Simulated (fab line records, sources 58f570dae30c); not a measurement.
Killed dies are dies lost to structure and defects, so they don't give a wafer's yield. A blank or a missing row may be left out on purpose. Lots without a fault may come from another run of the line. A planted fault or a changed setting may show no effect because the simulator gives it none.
fab line records | flow berkeley_cmos170 | part 2 of 2: steps 33 to 44 of 44
record lots=5 wafers=15 last_day=11
route steps=331 shown START@5 ZERO@6 NWELL@14 PWELL@34
lots that met no fault: from a run of the same line without faults
start_h: hours from the record's first day to the start of the lot's first wafer shown | wait_h: hours since the lot's step before | " the same as in the row above | L1.1+2: a row that stands for several wafers | - no value, or no start given | * or withheld: withheld | < > ~ a bound
route shown NAME@n: a module of which the file shows steps, and the number in the route of the first | usual: mean/standard deviation of fault-free wafers | same: alike in all rows | chamber/n: place in a boat | sites: the reading at each site | _std_site: their standard deviation | _edge_site: outer sites' mean less inner sites' | radius_mm: how far each site lies from the wafer's centre | mask NAME#n: copy n | behind: the tool/chamber that last shaped the wafer | hold: why the lot was held/for how many hours/how that ended | device: the transistor (n, p or np) that didn't switch | end of line: the same wafers' tests at the end of the route | a step without rows: its recipe alone | killed: dies lost to structure and defects at the first sort, not the wafer's yield | map: a wafer's dies, x killed, . not, _ none there
set.NAME: the setting as run; set.NAME@STEP: as run at that earlier step | model.NAME: the simulator's own value behind a step, which no gauge read
lots at some steps of the route; a table a step, a row a wafer
services: from which hour (start_h, from the record's first day; less than 0 if before it) a tool's chamber was out of use, for how many hours, and why
## steps
# step UCB170_PWELL_THK_MEAS_03
# recipe reads=SiO2_of_PWELL_OXIDATION_02
# usual PWELL_OXIDE_THK=26.4/0.53
# columns lot.wafer tool chamber start_h wait_h PWELL_OXIDE_THK[nm]
L076.3 film_metro-03 - 58.23 0.0 26.7
L076.5 " - " " 26.7
L076.6 " - " " 26.8
L089.1 film_metro-02 - 112.93 0.0 26.1
L089.3 " - " " 26.2
L089.5 " - " " 26.3
L091.1 film_metro-04 - 125.01 0.0 25.3
L091.3 " - " " 25.1
L091.5 " - " " 25.5
L095.1 film_metro-03 - 148.90 0.0 26.4
L095.2 " - " " 26.4
L095.3 " - " " 26.9
L094.2 film_metro-02 - 148.91 0.0 25.9
L094.3 " - " " 26.2
L094.5 " - " " 26.0
# step UCB170_PWELL_ANNEAL_04
# recipe temp_c=1000 time_s=900 ambient=N2
# usual spike_tc_load_C=1027.2/2.1
# columns lot.wafer tool chamber start_h wait_h spike_tc_load_C
L076.3 furnace-04 0 60.64 2.4 1029.8
L076.5 " 0 " " 1029.3
L076.6 " 0 " " 1030.0
L089.1 furnace-04 0 115.46 2.5 1029.8
L089.3 " 0 " " 1031.0
L089.5 " 0 " " 1029.2
L091.1 furnace-04 0 128.01 3.0 1029.0
L091.3 " 0 " " 1031.2
L091.5 " 0 " " 1029.3
L094.2 furnace-03 0 150.57 1.6 1024.9
L094.3 " 0 " " 1025.9
L094.5 " 0 " " 1023.9
L095.1 furnace-03 0 150.57 1.7 1025.6
L095.2 " 0 " " 1025.9
L095.3 " 0 " " 1025.0
# step UCB170_PWELL_CVD_05
# recipe material=Si3N4 target_thk_nm=220 temp_c=800 precursor=SiH2Cl2/NH3 time_s=3300 pressure_mtorr=200 sih2cl2_flow_sccm=25 nh3_flow_sccm=75
# usual spike_tc_load_C=823/3.3
# columns lot.wafer tool chamber start_h wait_h spike_tc_load_C
L076.3 lpcvd-01 1 62.48 0.6 826
L076.5 " 1 " " 825
L076.6 " 1 " " 826
L089.1 lpcvd-01 0 116.71 0.0 824
L089.3 " 0 " " 825
L089.5 " 0 " " 825
L091.1 lpcvd-01 0 129.26 0.0 824
L091.3 " 0 " " 824
L091.5 " 0 " " 825
L094.2 lpcvd-01 1 151.82 0.0 826
L094.3 " 1 " " 825
L094.5 " 1 " " 824
L095.1 lpcvd-01 0 151.82 0.0 825
L095.2 " 0 " " 825
L095.3 " 0 " " 824
# step UCB170_PWELL_THK_MEAS_06
# recipe reads=Si3N4_of_PWELL_CVD_05
# usual PWELL_NITRIDE_THK=220.0/1.9
# columns lot.wafer tool chamber start_h wait_h PWELL_NITRIDE_THK[nm]
L076.3 film_metro-02 - 64.42 0.0 220.6
L076.5 " - " " 217.6
L076.6 " - " " 217.3
L089.1 film_metro-02 - 118.63 0.0 218.8
L089.3 " - " " 219.1
L089.5 " - " " 218.0
L091.1 film_metro-04 - 131.18 0.0 221.4
L091.3 " - " " 222.8
L091.5 " - " " 222.4
L095.1 film_metro-04 - 153.73 0.0 218.9
L095.2 " - " " 217.1
L095.3 " - " " 216.8
L094.2 film_metro-02 - 153.75 0.0 217.7
L094.3 " - " " 218.7
L094.5 " - " " 220.3
# step UCB170_PWELL_HMDS_07
# recipe prime_time_s=60 prime_temp_c=100
# columns lot.wafer tool chamber start_h wait_h
L076.3+5+6 litho_track-02 0 64.59 0.2
L089.1+3+5 litho_track-04 0 118.69 0.1
L091.1+3+5 litho_track-01 0 131.24 0.1
L095.1+2+3 litho_track-01 0 154.05 0.3
L094.2+3+5 litho_track-04 0 154.13 0.4
# step UCB170_PWELL_COAT_08
# recipe resist=KrF spin_rpm=1500 resist_thk_nm=900
# columns lot.wafer tool chamber start_h wait_h
L076.3+5+6 litho_track-02 0 64.74 0.1
L089.1+3+5 litho_track-04 0 118.84 0.1
L091.1+3+5 litho_track-01 0 131.39 0.1
L095.1+2+3 litho_track-01 0 154.20 0.1
L094.2+3+5 litho_track-04 0 154.28 0.1
# step UCB170_PWELL_SOFTBAKE_09
# recipe resist=KrF temp_c=130 time_s=60
# columns lot.wafer tool chamber start_h wait_h
L076.3+5+6 litho_track-02 0 64.89 0.1
L089.1+3+5 litho_track-04 0 118.99 0.1
L091.1+3+5 litho_track-01 0 131.54 0.1
L095.1+2+3 litho_track-01 0 154.35 0.1
L094.2+3+5 litho_track-04 0 154.43 0.1
# step UCB170_PWELL_EXPOSE_10
# recipe mask_id=PWELL target_cd_nm=3000 na=0.5 sigma_outer=0.6 source_shape=conventional dose_mj=19
# columns lot.wafer tool chamber start_h wait_h mask
L076.3+5+6 krf_scanner-02 0 65.15 0.2 PWELL#0
L089.1+3+5 krf_scanner-02 0 119.14 0.1 PWELL#0
L091.1+3+5 krf_scanner-01 0 131.69 0.1 PWELL#0
L095.1+2+3 krf_scanner-01 0 154.61 0.2 PWELL#0
L094.2+3+5 krf_scanner-02 0 154.87 0.4 PWELL#0
# step UCB170_PWELL_PEB_11
# recipe peb_temp_c=130 peb_time_s=withheld resist=KrF
# columns lot.wafer tool chamber start_h wait_h
L076.3+5+6 litho_track-01 0 65.28 0.1
L089.1+3+5 litho_track-01 0 119.57 0.4
L091.1+3+5 litho_track-01 0 132.24 0.5
L095.1+2+3 litho_track-02 0 154.86 0.2
L094.2+3+5 litho_track-04 0 155.03 0.1
# step UCB170_PWELL_DEVELOP_12
# recipe developer=TMAH develop_time_s=47.2 resist=KrF dev_temp_c=21
# columns lot.wafer tool chamber start_h wait_h
L076.3+5+6 litho_track-01 0 - -
L089.1+3+5 litho_track-01 0 - -
L091.1+3+5 litho_track-01 0 - -
L095.1+2+3 litho_track-02 0 - -
L094.2+3+5 litho_track-04 0 - -
# step UCB170_PWELL_OVL_MEAS_13
# usual PWELL_OVL=-2/4.8
# columns lot.wafer tool chamber start_h wait_h PWELL_OVL[nm]
L076.3 overlay-01 - 65.52 - 7
L076.5 " - " " 7
L076.6 " - " " 7
L089.1 overlay-02 - 119.85 - 0
L089.3 " - " " 1
L089.5 " - " " 5
L091.1 overlay-01 - 132.51 - 4
L091.3 " - " " 4
L091.5 " - " " 13
L095.1 overlay-01 - 155.13 - -5
L095.2 " - " " 3
L095.3 " - " " -8
L094.2 overlay-01 - 155.28 - -5
L094.3 " - " " -5
L094.5 " - " " 3
# step UCB170_PWELL_ETCH_14
# recipe chemistry=CH3F/Ar/O2 target=Si3N4 stop_on=SiO2 CH3F_flow_sccm=20 Ar_flow_sccm=50 O2_flow_sccm=7 pressure_mtorr=50 rf_w=450 target_depth_a=2420 over_etch_frac=0.1 time_s=151
# usual drypump_motor_current_A=5.6/0.37 oes_product_au=0.946/0.014 throttle_valve_pct=8.00/0.12
# columns lot.wafer tool chamber start_h wait_h drypump_motor_current_A oes_product_au rf_hours_counter_h throttle_valve_pct
L076.3 rie_diel-04 2 65.54 0.0 6.3 0.968 114 7.85
L076.5 " 2 " " 6.3 0.958 - 7.85
L076.6 " 3 " " 5.8 0.940 - 8.03
L089.1 rie_diel-02 0 119.88 0.0 5.2 0.947 146 8.11
L089.3 " 1 " " 5.4 0.935 77 7.91
L089.5 " 3 " " 5.6 0.936 - 7.97
L091.1 rie_diel-03 3 132.55 0.0 5.9 0.918 78 8.13
L091.3 " 0 " " 5.1 0.932 20 7.97
L091.5 " 3 " " 6.0 0.937 - 8.12
L095.1 rie_diel-04 1 155.17 0.0 5.2 0.934 2 8.08
L095.2 " 0 " " 5.5 0.958 94 8.26
L095.3 " 3 " " 5.9 0.936 42 8.02
L094.2 rie_diel-02 2 155.31 0.0 5.7 0.940 82 8.09
L094.3 " 0 " " 5.2 0.937 147 8.11
L094.5 " 2 " " 5.7 0.947 - 8.11
## services
# columns tool chamber start_h hours kind
furnace-04 - 21.18 12.8 repair
krf_scanner-01 - 22.83 3.0 pm
rie_diel-03 - 30.50 0.8 repair
rie_diel-03 0 31.01 9.0 repair
rie_diel-04 2 32.96 4.8 repair
furnace-02 - 39.83 2.9 pm
furnace-03 - 46.39 6.1 repair
krf_scanner-01 - 48.15 1.0 pm
furnace-02 - 48.38 3.8 pm
krf_scanner-01 - 63.10 1.3 pm
krf_scanner-01 - 73.71 0.8 pm
krf_scanner-02 - 74.77 4.0 pm
rie_diel-04 - 74.99 14.6 pm
furnace-03 - 76.46 3.0 pm
rie_diel-03 3 87.26 10.4 repair
furnace-04 - 96.69 4.3 pm
furnace-04 - 109.34 3.4 pm
rie_diel-04 - 113.87 2.8 pm
furnace-03 - 117.17 5.9 pm
rie_diel-03 2 130.52 6.6 repair
krf_scanner-02 - 133.99 0.8 pm
krf_scanner-02 - 134.74 1.0 pm
krf_scanner-02 - 137.23 1.3 pm
krf_scanner-01 - 153.39 1.2 repair
